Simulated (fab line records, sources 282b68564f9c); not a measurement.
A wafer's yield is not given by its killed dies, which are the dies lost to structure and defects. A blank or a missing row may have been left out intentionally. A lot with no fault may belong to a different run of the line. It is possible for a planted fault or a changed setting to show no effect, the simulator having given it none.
Split-lot study / flow rit_cmos / route with 202 steps; 5 lots, 23 wafers read

ON THE SPLIT
At RIT_NSD_IMPLANT_08, the setting energy_kev was moved away from the recipe's 25 on 7 of the 23 wafers read, by -5.5% to +4.8%. This setting was run at the recipe's value on the other wafers.

THE PATH FROM SPLIT TO READING: the file shows 1 step between them
- RIT_NSD_STRIP_09: strips in O2, time 180 s

THE READING
NSD_TW, at RIT_NSD_TW_MEAS_10. Fault-free wafers of this fab line usually give 3111, standard deviation 20.

wafer=L074.1; tool, chamber at the split=implanter-03, 0; energy_kev as run=25; against the recipe=recipe; NSD_TW=3134; against lot-mates on the recipe=-
wafer=L074.2; tool, chamber at the split=implanter-03, 0; energy_kev as run=25; against the recipe=recipe; NSD_TW=3129; against lot-mates on the recipe=-
wafer=L074.4; tool, chamber at the split=implanter-03, 0; energy_kev as run=25; against the recipe=recipe; NSD_TW=3110; against lot-mates on the recipe=-
wafer=L074.5; tool, chamber at the split=implanter-03, 0; energy_kev as run=25; against the recipe=recipe; NSD_TW=3122; against lot-mates on the recipe=-
wafer=L074.6; tool, chamber at the split=implanter-03, 0; energy_kev as run=25; against the recipe=recipe; NSD_TW=3125; against lot-mates on the recipe=-
wafer=L078.1; tool, chamber at the split=implanter-03, 0; energy_kev as run=25; against the recipe=recipe; NSD_TW=3121; against lot-mates on the recipe=-
wafer=L078.2; tool, chamber at the split=implanter-03, 0; energy_kev as run=25; against the recipe=recipe; NSD_TW=3130; against lot-mates on the recipe=-
wafer=L078.3; tool, chamber at the split=implanter-03, 0; energy_kev as run=23.63; against the recipe=-5.5%; NSD_TW=3100; against lot-mates on the recipe=-27
wafer=L078.4; tool, chamber at the split=implanter-03, 0; energy_kev as run=25; against the recipe=recipe; NSD_TW=3129; against lot-mates on the recipe=-
wafer=L078.6; tool, chamber at the split=implanter-03, 0; energy_kev as run=23.63; against the recipe=-5.5%; NSD_TW=3086; against lot-mates on the recipe=-41
wafer=L079.2; tool, chamber at the split=implanter-04, 0; energy_kev as run=25.48; against the recipe=+1.9%; NSD_TW=3138; against lot-mates on the recipe=+19
wafer=L079.3; tool, chamber at the split=implanter-04, 0; energy_kev as run=25; against the recipe=recipe; NSD_TW=3122; against lot-mates on the recipe=-
wafer=L079.4; tool, chamber at the split=implanter-04, 0; energy_kev as run=25; against the recipe=recipe; NSD_TW=3116; against lot-mates on the recipe=-
wafer=L079.5; tool, chamber at the split=implanter-04, 0; energy_kev as run=25.48; against the recipe=+1.9%; NSD_TW=3137; against lot-mates on the recipe=+18
wafer=L079.6; tool, chamber at the split=implanter-04, 0; energy_kev as run=25.48; against the recipe=+1.9%; NSD_TW=3132; against lot-mates on the recipe=+13
wafer=L084.1; tool, chamber at the split=implanter-03, 0; energy_kev as run=25; against the recipe=recipe; NSD_TW=3139; against lot-mates on the recipe=-
wafer=L084.4; tool, chamber at the split=implanter-03, 0; energy_kev as run=25; against the recipe=recipe; NSD_TW=3129; against lot-mates on the recipe=-
wafer=L084.5; tool, chamber at the split=implanter-03, 0; energy_kev as run=25; against the recipe=recipe; NSD_TW=3130; against lot-mates on the recipe=-
wafer=L085.2; tool, chamber at the split=implanter-03, 0; energy_kev as run=25; against the recipe=recipe; NSD_TW=3106; against lot-mates on the recipe=-
wafer=L085.3; tool, chamber at the split=implanter-03, 0; energy_kev as run=26.2; against the recipe=+4.8%; NSD_TW=3155; against lot-mates on the recipe=+49
wafer=L085.4; tool, chamber at the split=implanter-03, 0; energy_kev as run=26.2; against the recipe=+4.8%; NSD_TW=3144; against lot-mates on the recipe=+38
wafer=L085.5; tool, chamber at the split=implanter-03, 0; energy_kev as run=25; against the recipe=recipe; NSD_TW=3114; against lot-mates on the recipe=-
wafer=L085.6; tool, chamber at the split=implanter-03, 0; energy_kev as run=25; against the recipe=recipe; NSD_TW=3099; against lot-mates on the recipe=-

THE FIT
A straight line over all 23 wafers: NSD_TW changes by +5.61 for each +1% of energy_kev; r = +0.81; the points scatter about the line by 9.6.
The same after taking each lot's own level away (the mean of its wafers on the recipe; 23 wafers): +7.44 for each +1%; r = +0.94; scatter 6.6.
The reading moves by 41 for the largest change in energy_kev, on that fit.
Measured against the standard deviation above, the lots' own levels, which go from 3106.3 to 3132.7, span 1.3 times it.
So the slope is not independent of the lot-to-lot level: the two fits are not the same.
Check: -45.1 against its lot-mates is what the line predicts for one of the wafers moved furthest among these (-5.5%) when that wafer is left out of the fit. Against them it came out at -26.7.

OTHER SPLITS ON THESE WAFERS
These wafers also went through other splits before the reading. Each is held against what the fit with the lots' levels taken away leaves over:
other split on the same wafers=RIT_GATE_SOFTBAKE_12 temp_c; wafers away from the commonest value=6; r with NSD_TW (lot level and that fit taken away)=+0.18
other split on the same wafers=RIT_NLDD_IMPLANT_08 energy_kev; wafers away from the commonest value=8; r with NSD_TW (lot level and that fit taken away)=+0.07

THE WHOLE CHAIN: every reading that the file lists as answering this split, in the file's order
step=RIT_NSD_IMPLANT_08; what it does=; reading=implant.rp_nm (the simulator's own value, which no gauge read); change (the file's fit)=+0.219 nm for each +1% of the setting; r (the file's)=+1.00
step=RIT_NSD_IMPLANT_08; what it does=; reading=implant.drp_nm (the simulator's own value, which no gauge read); change (the file's fit)=+0.0897 nm for each +1% of the setting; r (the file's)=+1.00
step=RIT_NSD_TW_MEAS_10; what it does=; reading=NSD_TW; change (the file's fit)=+7.48 for each +1% of the setting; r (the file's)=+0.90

FILE'S OWN FIT
NSD_TW changes by +7.48 for each +1% of energy_kev, r = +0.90.
